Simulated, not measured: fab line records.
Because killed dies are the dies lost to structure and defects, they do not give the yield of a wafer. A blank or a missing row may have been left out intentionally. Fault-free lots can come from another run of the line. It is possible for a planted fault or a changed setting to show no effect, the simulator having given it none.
fab line records | flow berkeley-cmos170
record lots=13 wafers=39 last-day=11
route steps=331 shown PWELL@39 ACTIVE@63
lots that met no fault: from a run of the same line without faults
start-h: hours from the record's opening day to when the first of the lot's shown wafers began | wait-h: how many hours have passed since the lot's step before this one | " as in the row above | L1.1+2: a row that stands for several wafers | - no value, or no start given | * or withheld: withheld | < > ~ a bound
route shown NAME@n: a module of which the file shows steps, and the number in the route of the first | usual: the fault-free wafers' mean and standard deviation | same: alike in all rows | chamber/n: place in a boat | sites: readings site by site | _std_site: the standard deviation of these | _edge_site: inner sites' mean taken away from outer sites' mean | radius-mm: how far each site lies from the wafer's centre | mask NAME#n: copy n | behind: tool/chamber where the wafer was last shaped | hold: why the lot went on hold/how many hours it stayed there/how the hold came to an end | device: which transistor (n, p or np) failed to switch | end of line: the same wafers' tests at the end of the route | for a step that has no rows: nothing shown but its recipe | killed: dies lost to structure and defects at the first sort, not the wafer's yield | map: a wafer's dies, marking killed ones x, the rest . and places with no die _
set.NAME: setting as actually run; set.NAME@STEP: the setting as run at that earlier step | model.NAME: the simulator's own value behind a step, which no gauge read
the route's steps for a sample of lots (tables are steps, rows are wafers)
services: the hour from which a tool's chamber was out of use, counted from the record's first day as start-h (under 0 if before that day), plus the number of hours and why
## steps
# step UCB170_PWELL_CVD_05
# recipe material=Si3N4 target-thk-nm=220 temp-c=800 precursor=SiH2Cl2/NH3 time-s=3300 pressure-mtorr=200 sih2cl2-flow-sccm=25 nh3-flow-sccm=75
# usual spike-tc-centre-C=802.3/1.7
# columns lot.wafer tool chamber start-h wait-h spike-tc-centre-C
L335.2 lpcvd-01 1 52.63 0.0 801.1
L335.5 " 1 " " 802.2
L335.6 " 1 " " 802.8
L336.1 lpcvd-02 1 61.63 0.1 800.8
L336.4 " 1 " " 800.0
L336.5 " 1 " " 802.1
L337.3 lpcvd-02 0 61.63 0.1 804.5
L337.5 " 0 " " 805.8
L337.6 " 0 " " 804.6
L338.1 lpcvd-01 0 67.62 1.1 802.3
L338.2 " 0 " " 799.5
L338.3 " 0 " " 800.9
L340.2 lpcvd-02 0 80.65 1.0 801.5
L340.3 " 0 " " 804.3
L340.5 " 0 " " 802.1
L341.2 lpcvd-01 0 91.24 0.0 802.2
L341.3 " 0 " " 802.7
L341.5 " 0 " " 801.3
L343.1 lpcvd-02 1 98.17 0.0 800.9
L343.3 " 1 " " 801.0
L343.6 " 1 " " 799.7
L344.1 lpcvd-01 1 107.78 0.0 800.9
L344.3 " 1 " " 801.1
L344.4 " 1 " " 803.4
L345.2 lpcvd-01 1 107.78 0.0 801.4
L345.5 " 1 " " 803.3
L345.6 " 1 " " 803.3
L346.1 lpcvd-01 1 115.05 0.0 803.4
L346.4 " 1 " " 801.7
L346.5 " 1 " " 803.6
L347.1 lpcvd-02 0 120.58 0.0 804.6
L347.4 " 0 " " 805.6
L347.5 " 0 " " 802.6
L352.2 lpcvd-02 1 150.30 0.7 800.4
L352.3 " 1 " " 800.4
L352.6 " 1 " " 800.4
L356.2 lpcvd-02 0 157.29 0.0 802.7
L356.3 " 0 " " 803.3
L356.4 " 0 " " 803.9
# step UCB170_PWELL_THK_MEAS_06
# recipe reads=Si3N4_of_PWELL_CVD_05
# usual PWELL_NITRIDE_THK=219.3/1.8
# columns lot.wafer tool chamber start-h wait-h PWELL_NITRIDE_THK[nm]
L335.2 film-metro-03 - 54.56 0.0 218.1
L335.5 " - " " 217.9
L335.6 " - " " 216.1
L336.1 film-metro-03 - 63.55 0.0 218.2
L336.4 " - " " 216.6
L336.5 " - " " 215.6
L337.3 film-metro-04 - 63.57 0.0 223.6
L337.5 " - " " 223.5
L337.6 " - " " 221.6
L338.1 film-metro-03 - 69.54 0.0 218.3
L338.2 " - " " 217.8
L338.3 " - " " 216.2
L340.2 film-metro-03 - 82.58 0.0 216.6
L340.3 " - " " 220.0
L340.5 " - " " 218.9
L341.2 film-metro-04 - 93.17 0.0 217.0
L341.3 " - " " 215.6
L341.5 " - " " 217.0
L343.1 film-metro-03 - 100.09 0.0 223.5
L343.3 " - " " 223.2
L343.6 " - " " 223.7
L344.1 film-metro-03 - 109.70 0.0 218.3
L344.3 " - " " 218.4
L344.4 " - " " 218.3
L345.2 film-metro-01 - 109.71 0.0 219.7
L345.5 " - " " 221.1
L345.6 " - " " 217.2
L346.1 film-metro-01 - 117.92 0.0 368.6
L346.4 " - " " 369.1
L346.5 " - " " 369.5
L347.1 film-metro-03 - 122.50 0.0 219.6
L347.4 " - " " 219.5
L347.5 " - " " 219.3
L352.2 film-metro-03 - 152.23 0.0 218.9
L352.3 " - " " 217.3
L352.6 " - " " 217.9
L356.2 film-metro-01 - 160.18 0.0 220.5
L356.3 " - " " 220.0
L356.4 " - " " 219.2
# step UCB170_PWELL_OVL_MEAS_13
# usual PWELL_OVL=1/5.4
# columns lot.wafer tool chamber start-h wait-h PWELL_OVL[nm]
L335.2 overlay-01 - 55.78 - 17
L335.5 " - " " 15
L335.6 " - " " 14
L337.3 overlay-01 - 64.46 - 0
L337.5 " - " " 4
L337.6 " - " " 1
L336.1 overlay-01 - 64.64 - -4
L336.4 " - " " 2
L336.5 " - " " 0
L338.1 overlay-02 - 70.57 - 3
L338.2 " - " " 2
L338.3 " - " " 8
L340.2 overlay-01 - 84.19 - 8
L340.3 " - " " 7
L340.5 " - " " 7
L341.2 overlay-01 - 94.42 - -1
L341.3 " - " " 5
L341.5 " - " " 4
L343.1 overlay-01 - 101.12 - -6
L343.3 " - " " -1
L343.6 " - " " -6
L344.1 overlay-02 - 110.60 - -2
L344.3 " - " " -3
L344.4 " - " " -9
L345.2 overlay-01 - 110.85 - -3
L345.5 " - " " -2
L345.6 " - " " 2
L346.1 overlay-02 - 119.03 - -9
L346.4 " - " " -4
L346.5 " - " " -6
L347.1 overlay-01 - 123.40 - 5
L347.4 " - " " 6
L347.5 " - " " 5
L352.2 overlay-01 - 154.12 - 8
L352.3 " - " " 11
L352.6 " - " " 8
L356.2 overlay-01 - 162.09 - 2
L356.3 " - " " 2
L356.4 " - " " 6
# step UCB170_PWELL_ETCH_14
# recipe chemistry=CH3F/Ar/O2 target=Si3N4 stop-on=SiO2 CH3F_flow_sccm=20 Ar_flow_sccm=50 O2_flow_sccm=7 pressure-mtorr=50 rf-w=450 target-depth-a=2420 over-etch-frac=0.1 time-s=151
# usual drypump-motor-current-A=5.80/0.29 oes-product-au=0.943/0.013 throttle-valve-pct=8.00/0.14
# columns lot.wafer tool chamber start-h wait-h drypump-motor-current-A oes-product-au rf-hours-counter-h throttle-valve-pct
L335.2 rie-diel-01 3 55.81 0.0 6.07 0.946 171 8.34
L335.5 " 1 " " 5.54 0.958 - 8.00
L335.6 " 0 " " 5.27 0.938 - 8.24
L337.3 rie-diel-03 0 64.49 0.0 5.60 0.955 86 7.95
L337.5 " 1 " " 6.21 0.944 - 7.86
L337.6 " 2 " " 5.98 0.951 - 8.06
L336.1 rie-diel-02 2 64.68 0.0 5.74 0.917 15 7.99
L336.4 " 1 " " 5.69 0.921 4 7.91
L336.5 " 2 " " 5.73 0.912 - 7.99
L338.1 rie-diel-01 2 70.60 0.0 5.84 0.937 151 7.82
L338.2 " 1 " " 5.55 0.950 6 8.00
L338.3 " 0 " " 5.25 0.934 50 8.20
L340.2 rie-diel-03 0 84.22 0.0 5.57 0.941 87 7.93
L340.3 " 2 " " 5.98 0.955 97 8.04
L340.5 " 2 " " 5.97 0.947 - 8.06
L341.2 rie-diel-02 1 94.45 0.0 5.68 0.925 6 7.91
L341.3 " 2 " " 5.79 0.916 17 8.00
L341.5 " 0 " " 6.08 0.948 - 8.04
L343.1 rie-diel-03 0 101.15 0.0 5.59 0.951 88 7.94
L343.3 " 1 " " 6.20 0.938 104 7.85
L343.6 " 0 " " 5.58 0.953 - 7.92
L344.1 rie-diel-01 3 110.63 0.0 6.07 0.955 1 8.32
L344.3 " 0 " " 5.24 0.943 52 8.22
L344.4 " 1 " " 5.52 0.949 9 7.97
L345.2 rie-diel-02 0 110.88 0.0 6.04 0.967 42 8.02
L345.5 " 1 " " 5.70 0.928 - 7.91
L345.6 " 0 " " 6.07 0.958 - 8.04
L346.1 rie-diel-02 1 119.07 0.0 5.70 0.977 8 7.91
L346.4 " 0 " " 6.03 1.035 - 8.05
L346.5 " 1 " " 5.69 0.994 - 7.91
L347.1 rie-diel-02 1 123.44 0.0 5.68 0.926 8 7.90
L347.4 " 1 " " 5.69 0.934 - 7.91
L347.5 " 1 " " 5.67 0.921 - 7.91
L352.2 rie-diel-03 1 154.15 0.0 6.19 0.933 106 7.86
L352.3 " 3 " " 6.14 0.937 35 7.99
L352.6 " 1 " " 6.19 0.933 - 7.86
L356.2 rie-diel-03 2 162.12 0.0 5.99 0.956 100 8.05
L356.3 " 3 " " 6.19 0.949 35 8.00
L356.4 " 1 " " 6.16 0.932 106 7.86
# step UCB170_PWELL_TW_MEAS_17
# usual PWELL_TW=381/3.3
# columns lot.wafer tool chamber start-h wait-h PWELL_TW
L335.2 film-metro-03 - 56.17 0.1 377
L335.5 " - " " 381
L335.6 " - " " 378
L337.3 film-metro-04 - 64.86 0.1 378
L337.5 " - " " 379
L337.6 " - " " 379
L336.1 film-metro-03 - 65.03 0.1 378
L336.4 " - " " 380
L336.5 " - " " 380
L338.1 film-metro-03 - 70.95 0.1 378
L338.2 " - " " 377
L338.3 " - " " 379
L340.2 film-metro-03 - 84.58 0.1 377
L340.3 " - " " 377
L340.5 " - " " 375
L341.2 film-metro-01 - 94.81 0.1 383
L341.3 " - " " 383
L341.5 " - " " 384
L343.1 film-metro-01 - 101.50 0.1 387
L343.3 " - " " 386
L343.6 " - " " 386
L344.1 film-metro-01 - 110.98 0.1 384
L344.3 " - " " 385
L344.4 " - " " 386
L345.2 film-metro-03 - 111.29 0.1 381
L345.5 " - " " 382
L345.6 " - " " 381
L346.1 film-metro-04 - 119.42 0.1 379
L346.4 " - " " 380
L346.5 " - " " 378
L347.1 film-metro-01 - 123.84 0.1 388
L347.4 " - " " 388
L347.5 " - " " 387
L352.2 film-metro-01 - 154.51 0.1 385
L352.3 " - " " 387
L352.6 " - " " 384
L356.2 film-metro-01 - 162.48 0.1 383
L356.3 " - " " 384
L356.4 " - " " 384
# step UCB170_ACTIVE_THK_MEAS_03
# recipe reads=SiO2_of_ACTIVE_OXIDATION_02
# usual ACTIVE_OXIDE_THK=26.3/0.41
# columns lot.wafer tool chamber start-h wait-h ACTIVE_OXIDE_THK[nm]
L335.2 film-metro-04 - 79.42 0.0 25.1
L335.5 " - " " 25.7
L335.6 " - " " 25.3
L336.1 film-metro-04 - 88.59 0.0 26.4
L336.4 " - " " 27.0
L336.5 " - " " 26.8
L337.3 film-metro-01 - 88.61 0.0 26.0
L337.5 " - " " 26.3
L337.6 " - " " 26.2
L338.1 film-metro-01 - 94.15 0.0 27.0
L338.2 " - " " 26.8
L338.3 " - " " 26.8
L340.2 film-metro-02 - 111.09 0.0 26.2
L340.3 " - " " 26.4
L340.5 " - " " 26.1
L343.1 film-metro-04 - 119.69 0.0 26.8
L343.3 " - " " 26.2
L343.6 " - " " 26.5
L341.2 film-metro-02 - 119.70 0.0 26.7
L341.3 " - " " 26.4
L341.5 " - " " 26.5
L345.2 film-metro-01 - 132.05 0.0 26.2
L345.5 " - " " 26.5
L345.6 " - " " 26.4
L344.1 film-metro-02 - 132.07 0.0 26.4
L344.3 " - " " 26.5
L344.4 " - " " 26.8
L347.1 film-metro-01 - 142.82 0.0 26.3
L347.4 " - " " 26.7
L347.5 " - " " 26.6
L352.2 film-metro-04 - 174.46 0.0 25.7
L352.3 " - " " 25.6
L352.6 " - " " 25.6
L356.2 film-metro-04 - 179.82 0.0 26.0
L356.3 " - " " 26.5
L356.4 " - " " 25.9
## services
# columns tool chamber start-h hours kind
rie-diel-03 0 42.96 3.1 repair
rie-diel-01 3 69.11 - clean
rie-diel-01 3 69.11 25.5 scheduled-down
rie-diel-01 3 69.11 25.5 vent-cycle
rie-diel-02 3 83.02 33.4 repair
rie-diel-03 - 90.75 3.3 repair
rie-diel-03 - 93.70 0.4 repair
rie-diel-02 2 99.27 30.9 repair
rie-diel-02 0 121.29 13.2 repair
rie-diel-03 2 141.53 1.6 repair
rie-diel-01 2 160.21 - clean
rie-diel-01 2 160.21 18.3 scheduled-down
rie-diel-01 2 160.21 18.3 vent-cycle
## key
first-sign step=UCB170_PWELL_THK_MEAS_06 reading=PWELL_NITRIDE_THK direction=up sigmas=81 usual=219.3 struck=369.1
effect step=UCB170_PWELL_ETCH_14 reading=oes-product-au direction=up sigmas=4.6 usual=0.943 struck=1.002
met-at UCB170_PWELL_CVD_05
struck-lots L346
struck-wafers L346.1,L346.4,L346.5
later-rows-left-out L346.1,L346.4,L346.5
sort-left-out L346.1,L346.4,L346.5
tester-left-out L346
not-acting-at UCB170_PWELL_OVL_MEAS_13,UCB170_PWELL_TW_MEAS_17,UCB170_ACTIVE_THK_MEAS_03
onset-between 107.78 115.05
fault kind=process-parameter-drift tool=lpcvd-01 chamber=1 onset-h=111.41 steps=UCB170_PWELL_CVD_05 channel=target-thk-nm offset=150.71 shape=step end-h=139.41 acts-in=these-recipes-only stated=220
# tester-left-out: of these lots the tester's yield and bins aren't shown, on N5 and GAA mostly nor the transistor test; their killed dies are dies lost to structure and defects alone, not to doping, threshold or leakage, so they don't give the yield
# sort-left-out: the simulated sort isn't trusted on such a fault, so these wafers' sort isn't shown, and their yield isn't known
# later-rows-left-out: the simulator's readings of these wafers behind a module that went badly wrong aren't trusted and aren't shown, but for the sort
